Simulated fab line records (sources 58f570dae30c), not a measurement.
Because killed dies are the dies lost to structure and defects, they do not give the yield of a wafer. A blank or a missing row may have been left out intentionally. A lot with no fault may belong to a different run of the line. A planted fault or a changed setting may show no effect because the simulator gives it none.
What tool caused it?    flow berkeley cmos170    42 wafers from 14 lots sampled at 4 of the route's 331 steps

WHAT THE GAUGES SHOWED, per wafer
UCB170_V2_OVL_MEAS_13. Usual: V2_OVL -4 nm, standard deviation 6.1.
lot   measured      on          V2_OVL (nm)  flag
L911  day 7 19:01   overlay-02  -10 -5 -12   
L912  day 7 20:03   overlay-02  -9 -11 -9    
L913  day 8 03:50   overlay-01  -4 -8 -6     
L914  day 8 06:07   overlay-01  -14 -12 -9   
L915  day 9 00:02   overlay-02  -7 4 -5      
L916  day 8 22:52   overlay-02  7 3 0        
L917  day 9 00:19   overlay-02  -12 -6 -13   
L918  day 8 22:32   overlay-02  -10 -12 -6   
L919  day 8 21:33   overlay-02  -9 0 -14     
L920  day 8 23:55   overlay-01  2 8 4        
L921  day 9 08:21   overlay-01  -3 -6 4      
L922  day 9 08:04   overlay-02  3 -3 1       
L924  day 9 14:35   overlay-02  -12 -13 -19  
L931  day 11 02:49  overlay-01  1 -9 -2      

UCB170_V2_CD_MEAS_90: the cd target is 700 nm. Usual: cd nm at 699.7 nm, with a standard deviation of 2.2.
lot   measured      on         cd nm (nm)         flag
L911  day 7 19:21   cd sem-01  698.7 698.3 698.1  
L912  day 7 20:24   cd sem-01  701.1 699.7 698.8  
L913  day 8 04:10   cd sem-01  699.0 699.8 698.6  
L914  day 8 06:28   cd sem-02  702.3 704.0 703.1  
L915  day 9 00:22   cd sem-01  699.5 699.6 698.6  
L916  day 8 23:11   cd sem-02  700.4 701.8 702.7  
L917  day 9 00:40   cd sem-02  695.9 695.3 696.0  
L918  day 8 22:53   cd sem-01  695.1 698.0 698.1  
L919  day 8 21:52   cd sem-02  701.7 702.0 702.0  
L920  day 9 00:13   cd sem-02  698.9 699.1 697.2  
L921  day 9 08:47   cd sem-01  697.2 697.7 697.9  
L922  day 9 08:29   cd sem-01  702.5 702.7 702.0  
L924  day 9 14:55   cd sem-01  700.0 699.8 700.0  
L931  day 11 03:11  cd sem-01  698.6 698.1 699.1  

WHAT TOOL EACH LOT RAN ON (gives the tool, then ch and the chambers of the sampled wafers, and finally the start)
lot   UCB170_NWELL_OXIDATION_01     UCB170_CONTACT_ETCH_17
L911  furnace-04 ch 0, day 1 22:57  rie diel-03 ch 0,2, day 7 01:38
L912  furnace-02 ch 0, day 2 02:38  rie diel-03 ch 1,3, day 7 02:35
L913  furnace-02 ch 0, day 2 10:19  rie diel-02 ch 0,2, day 7 10:32
L914  furnace-02 ch 0, day 2 12:55  rie diel-03 ch 0,1, day 7 14:37
L915  furnace-03 ch 0, day 2 20:49  rie diel-03 ch 1,2,3, day 8 06:41
L916  furnace-03 ch 0, day 2 20:49  rie diel-03 ch 0,2,3, day 8 04:35
L917  furnace-02 ch 0, day 3 06:19  rie diel-04 ch 0,1,3, day 8 06:26
L918  furnace-03 ch 0, day 3 13:56  rie diel-04 ch 0,1, day 8 04:41
L919  furnace-03 ch 0, day 3 13:56  rie diel-04 ch 0,1,3, day 8 02:53
L920  furnace-03 ch 0, day 3 16:37  rie diel-02 ch 0,1,3, day 8 04:31
L921  furnace-03 ch 0, day 3 21:49  rie diel-03 ch 0,3, day 8 15:41
L922  furnace-03 ch 0, day 3 23:10  rie diel-04 ch 0,1, day 8 15:25
L924  furnace-02 ch 0, day 4 12:40  rie diel-03 ch 0,1,2, day 8 22:20
L931  furnace-04 ch 0, day 5 22:01  rie diel-03 ch 0,1, day 10 10:07
- UCB170_NWELL_OXIDATION_01: target thk 26.4 nm, ox time 1260 s.
- UCB170_CONTACT_ETCH_17: etches BARC in N2/H2.

AS READ BY THE TOOLS THEMSELVES (means over the sampled wafers that have a number; for cases with no such wafer, the mark the record gives instead)
UCB170_CONTACT_ETCH_17. Usual: drypump motor current A 5.7 A, standard deviation 0.47; oes product au 0.997 a.u., standard deviation 0.017; rf fwd power W 494.2 W, standard deviation 2.3; throttle valve pct 13.33 %, standard deviation 0.18.
lot   tool         drypump motor current A (A)  oes product au (a.u.)  rf fwd power W (W)  throttle valve pct (%)  flag
L911  rie diel-03  6.0                          1.020                  494.4               13.36                   
L912  rie diel-03  5.4                          0.985                  496.9               13.29                   
L913  rie diel-02  5.7                          1.021                  495.0               13.32                   
L914  rie diel-03  6.1                          1.008                  493.1               13.14                   
L915  rie diel-03  5.4                          0.996                  494.9               13.34                   
L916  rie diel-03  6.0                          1.001                  494.8               13.32                   
L917  rie diel-04  5.7                          0.994                  490.8               13.39                   
L918  rie diel-04  5.5                          0.984                  492.4               13.28                   
L919  rie diel-04  5.7                          0.989                  492.1               13.40                   
L920  rie diel-02  5.7                          0.998                  493.8               13.39                   
L921  rie diel-03  6.4                          0.989                  495.6               13.21                   
L922  rie diel-04  5.5                          0.991                  491.5               13.28                   
L924  rie diel-03  5.8                          0.995                  495.3               13.26                   
L931  rie diel-03  5.6                          0.988                  493.6               13.13                   

THE ANSWER, worked out from the rows above alone
Rule: a lot is off if the mean of its wafers that have a number lies more than 3 standard deviations from the usual mean. Also off: a lot with no number at a reading for which 4 or more lots have one. The other lots that the step has rows for count as sound. After the gauges, taken in route order, come the tools' own readings; for these a lot's mean is taken, as printed above. At the first step where some lot is off, the reading lying furthest off is the one used; lots without a number count as furthest.
Nothing can be told from this: no lot is off at any reading shown.

WHAT THE SIMULATOR HAD INSERTED
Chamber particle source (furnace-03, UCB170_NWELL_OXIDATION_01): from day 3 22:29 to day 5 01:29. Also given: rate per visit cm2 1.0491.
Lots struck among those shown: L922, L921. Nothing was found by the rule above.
